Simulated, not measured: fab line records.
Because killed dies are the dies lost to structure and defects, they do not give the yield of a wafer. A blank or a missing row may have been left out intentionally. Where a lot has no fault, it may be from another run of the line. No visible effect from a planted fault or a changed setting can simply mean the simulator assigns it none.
Split-lot experiment / flow berkeleyCmos170 / route with 331 steps; 5 lots, 23 wafers read

== ABOUT THE SPLIT ==
At UCB170_CONTACT_CVD_01 (deposits PSG from SiH4/O2/PH3, target thk 700 nm, time 2820 s), the setting o2FlowSccm was moved away from the recipe's 90 sccm on 10 of the 23 wafers read, by -7.4% to +10.0%. This setting was run at the recipe's value on the other wafers.

The file shows no step between the split and the reading.

== THE READING ==
CONTACT_PSG_THK at UCB170_CONTACT_THK_MEAS_02, in nm. A value of 701 nm with a standard deviation of 7.1 nm is what fault-free wafers of this fab line usually give.

wafer=L074.1; tool, chamber at the split=-, -; o2FlowSccm as run, sccm=83.32; against the recipe=-7.4%; CONTACT_PSG_THK, nm=681; against lot-mates on the recipe=no lot-mate on the recipe
wafer=L074.2; tool, chamber at the split=-, -; o2FlowSccm as run, sccm=83.32; against the recipe=-7.4%; CONTACT_PSG_THK, nm=682; against lot-mates on the recipe=no lot-mate on the recipe
wafer=L074.3; tool, chamber at the split=-, -; o2FlowSccm as run, sccm=83.32; against the recipe=-7.4%; CONTACT_PSG_THK, nm=680; against lot-mates on the recipe=no lot-mate on the recipe
wafer=L074.4; tool, chamber at the split=-, -; o2FlowSccm as run, sccm=83.32; against the recipe=-7.4%; CONTACT_PSG_THK, nm=683; against lot-mates on the recipe=no lot-mate on the recipe
wafer=L074.6; tool, chamber at the split=-, -; o2FlowSccm as run, sccm=83.32; against the recipe=-7.4%; CONTACT_PSG_THK, nm=682; against lot-mates on the recipe=no lot-mate on the recipe
wafer=L075.1; tool, chamber at the split=-, -; o2FlowSccm as run, sccm=98.99; against the recipe=+10.0%; CONTACT_PSG_THK, nm=725; against lot-mates on the recipe=no lot-mate on the recipe
wafer=L075.2; tool, chamber at the split=-, -; o2FlowSccm as run, sccm=98.99; against the recipe=+10.0%; CONTACT_PSG_THK, nm=729; against lot-mates on the recipe=no lot-mate on the recipe
wafer=L075.3; tool, chamber at the split=-, -; o2FlowSccm as run, sccm=98.99; against the recipe=+10.0%; CONTACT_PSG_THK, nm=730; against lot-mates on the recipe=no lot-mate on the recipe
wafer=L075.4; tool, chamber at the split=-, -; o2FlowSccm as run, sccm=98.99; against the recipe=+10.0%; CONTACT_PSG_THK, nm=732; against lot-mates on the recipe=no lot-mate on the recipe
wafer=L075.5; tool, chamber at the split=-, -; o2FlowSccm as run, sccm=98.99; against the recipe=+10.0%; CONTACT_PSG_THK, nm=727; against lot-mates on the recipe=no lot-mate on the recipe
wafer=L077.1; tool, chamber at the split=-, -; o2FlowSccm as run, sccm=90; against the recipe=recipe; CONTACT_PSG_THK, nm=699; against lot-mates on the recipe=-
wafer=L077.2; tool, chamber at the split=-, -; o2FlowSccm as run, sccm=90; against the recipe=recipe; CONTACT_PSG_THK, nm=701; against lot-mates on the recipe=-
wafer=L077.4; tool, chamber at the split=-, -; o2FlowSccm as run, sccm=90; against the recipe=recipe; CONTACT_PSG_THK, nm=704; against lot-mates on the recipe=-
wafer=L077.5; tool, chamber at the split=-, -; o2FlowSccm as run, sccm=90; against the recipe=recipe; CONTACT_PSG_THK, nm=700; against lot-mates on the recipe=-
wafer=L077.6; tool, chamber at the split=-, -; o2FlowSccm as run, sccm=90; against the recipe=recipe; CONTACT_PSG_THK, nm=707; against lot-mates on the recipe=-
wafer=L082.1; tool, chamber at the split=-, -; o2FlowSccm as run, sccm=90; against the recipe=recipe; CONTACT_PSG_THK, nm=700; against lot-mates on the recipe=-
wafer=L082.2; tool, chamber at the split=-, -; o2FlowSccm as run, sccm=90; against the recipe=recipe; CONTACT_PSG_THK, nm=693; against lot-mates on the recipe=-
wafer=L082.4; tool, chamber at the split=-, -; o2FlowSccm as run, sccm=90; against the recipe=recipe; CONTACT_PSG_THK, nm=699; against lot-mates on the recipe=-
wafer=L082.5; tool, chamber at the split=-, -; o2FlowSccm as run, sccm=90; against the recipe=recipe; CONTACT_PSG_THK, nm=700; against lot-mates on the recipe=-
wafer=L082.6; tool, chamber at the split=-, -; o2FlowSccm as run, sccm=90; against the recipe=recipe; CONTACT_PSG_THK, nm=695; against lot-mates on the recipe=-
wafer=L083.1; tool, chamber at the split=lpcvd-01, 0; o2FlowSccm as run, sccm=90; against the recipe=recipe; CONTACT_PSG_THK, nm=712; against lot-mates on the recipe=-
wafer=L083.2; tool, chamber at the split=lpcvd-01, 0; o2FlowSccm as run, sccm=90; against the recipe=recipe; CONTACT_PSG_THK, nm=706; against lot-mates on the recipe=-
wafer=L083.5; tool, chamber at the split=lpcvd-01, 0; o2FlowSccm as run, sccm=90; against the recipe=recipe; CONTACT_PSG_THK, nm=709; against lot-mates on the recipe=-

THE FIT
A straight line over all 23 wafers: CONTACT_PSG_THK changes by +2.7 nm for each +1% of o2FlowSccm; r = +0.97; the points scatter about the line by 4.3 nm.
Too few moved wafers have a lot-mate on the recipe to fit a line with each lot's own level taken away.

== THE WHOLE CHAIN: every reading that the file lists as answering this split, in the file's order ==
step=UCB170_CONTACT_CVD_01; what it does=deposits PSG from SiH4/O2/PH3, target thk 700 nm, time 2820 s; reading=PSG_of_CONTACT_CVD_01.thkNm (the simulator's own value, which no gauge read); change (the file's fit)=+2.75 nm for each +1% of the setting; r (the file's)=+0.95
step=UCB170_CONTACT_THK_MEAS_02; what it does=; reading=CONTACT_PSG_THK; change (the file's fit)=+2.7 for each +1% of the setting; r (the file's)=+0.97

== THE FILE'S OWN FIT ==
CONTACT_PSG_THK changes by +2.7 nm for each +1% of o2FlowSccm, r = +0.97.
